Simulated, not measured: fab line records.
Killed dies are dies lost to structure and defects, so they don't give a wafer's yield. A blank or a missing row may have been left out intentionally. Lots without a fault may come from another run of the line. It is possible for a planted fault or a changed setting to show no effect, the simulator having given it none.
A single fault, viewed from 2 desks || flow rit-cmos || only its own numbers are on each desk; what lay behind them is given at the end

AT THE TOOL OWNER'S DESK: rie-metal-02
The tool's own readings at RIT_M1_METAL_ETCH_12 (etches Al in Cl2/BCl3, stops on SiO2, time 165 s, target depth 600 nm): means of the sampled wafers that have a number, for each lot that ran on this tool. Marked OUT: a lot whose mean sits more than 4 standard deviations from the usual mean, which makes it out of limits; the brackets give that distance.
Columns: A = chamber-pressure-mTorr at RIT_M1_METAL_ETCH_12, usual 100.00 mTorr; B = drypump-motor-current-A at RIT_M1_METAL_ETCH_12, usual 5.9 A; C = oes-product-au at RIT_M1_METAL_ETCH_12, usual 0.779 a.u.; D = throttle-valve-pct at RIT_M1_METAL_ETCH_12, usual 8.27 %
{"lot": "L205", "first seen here": "day 3 22:05", "A": 100.06, "B": 6.3, "C": 0.797, "D": 8.12}
{"lot": "L208", "first seen here": "day 4 11:25", "A": 99.95, "B": 6.2, "C": 0.784, "D": 8.15}
{"lot": "L211", "first seen here": "day 5 02:34", "A": 100.00, "B": 6.3, "C": 0.802, "D": 8.11}
{"lot": "L214", "first seen here": "day 5 16:48", "A": 100.00, "B": 6.2, "C": 0.768, "D": 8.19}
{"lot": "L217", "first seen here": "day 6 04:50", "A": 100.09, "B": 6.2, "C": 0.771, "D": 8.17}
{"lot": "L222", "first seen here": "day 7 08:01", "A": 99.92, "B": 6.3, "C": 0.780, "D": 8.15}
{"lot": "L225", "first seen here": "day 7 22:11", "A": 100.12, "B": 6.2, "C": 0.781, "D": 8.15}
This desk found nothing out of limits on any of the 7 lots.

THE METROLOGY DESK
Means of the sampled wafers that have a number, per lot and without regard to the tool the lot ran on: this is what the gauges read. Marked OUT: a lot whose mean sits more than 4 standard deviations from the usual mean, which makes it out of limits; the brackets give that distance.
Columns: A = FIELD_OXIDE_LEFT_1_THK at RIT_FOX2_THK_MEAS_90, usual 322 nm; B = cd-nm at RIT_M1_CD_MEAS_90, usual 2600.1 nm
{"lot": "L205", "first seen here": "day 2 05:33", "A": 315, "B": 2598.7}
{"lot": "L206", "first seen here": "day 2 07:30", "A": 331, "B": 2603.2}
{"lot": "L207", "first seen here": "day 2 11:01", "A": 318, "B": 2600.1}
{"lot": "L208", "first seen here": "day 2 19:33", "A": 331, "B": 2599.5}
{"lot": "L209", "first seen here": "day 2 22:50", "A": 321, "B": 2599.9}
{"lot": "L210", "first seen here": "day 3 06:13", "A": 316, "B": 2600.0}
{"lot": "L211", "first seen here": "day 3 12:56", "A": 319, "B": 2599.4}
{"lot": "L212", "first seen here": "day 3 18:20", "A": 316, "B": 2597.8}
{"lot": "L214", "first seen here": "day 4 02:16", "A": 330, "B": 2600.0}
{"lot": "L216", "first seen here": "day 4 13:14", "A": 328, "B": 2601.3}
{"lot": "L217", "first seen here": "day 4 14:37", "A": 317, "B": 2598.4}
{"lot": "L218", "first seen here": "day 4 19:05", "A": 317, "B": 2600.4}
{"lot": "L222", "first seen here": "day 5 17:46", "A": 326, "B": 2594.7}
{"lot": "L225", "first seen here": "day 6 07:43", "A": 313, "B": 2594.0}
This desk found nothing out of limits on any of the 14 lots.

PUT TOGETHER
Nothing out of limits was seen by the tool owner's desk.
From the metrology desk's view, nothing was out of limits.

WHAT WAS PUT IN BY THE SIMULATOR
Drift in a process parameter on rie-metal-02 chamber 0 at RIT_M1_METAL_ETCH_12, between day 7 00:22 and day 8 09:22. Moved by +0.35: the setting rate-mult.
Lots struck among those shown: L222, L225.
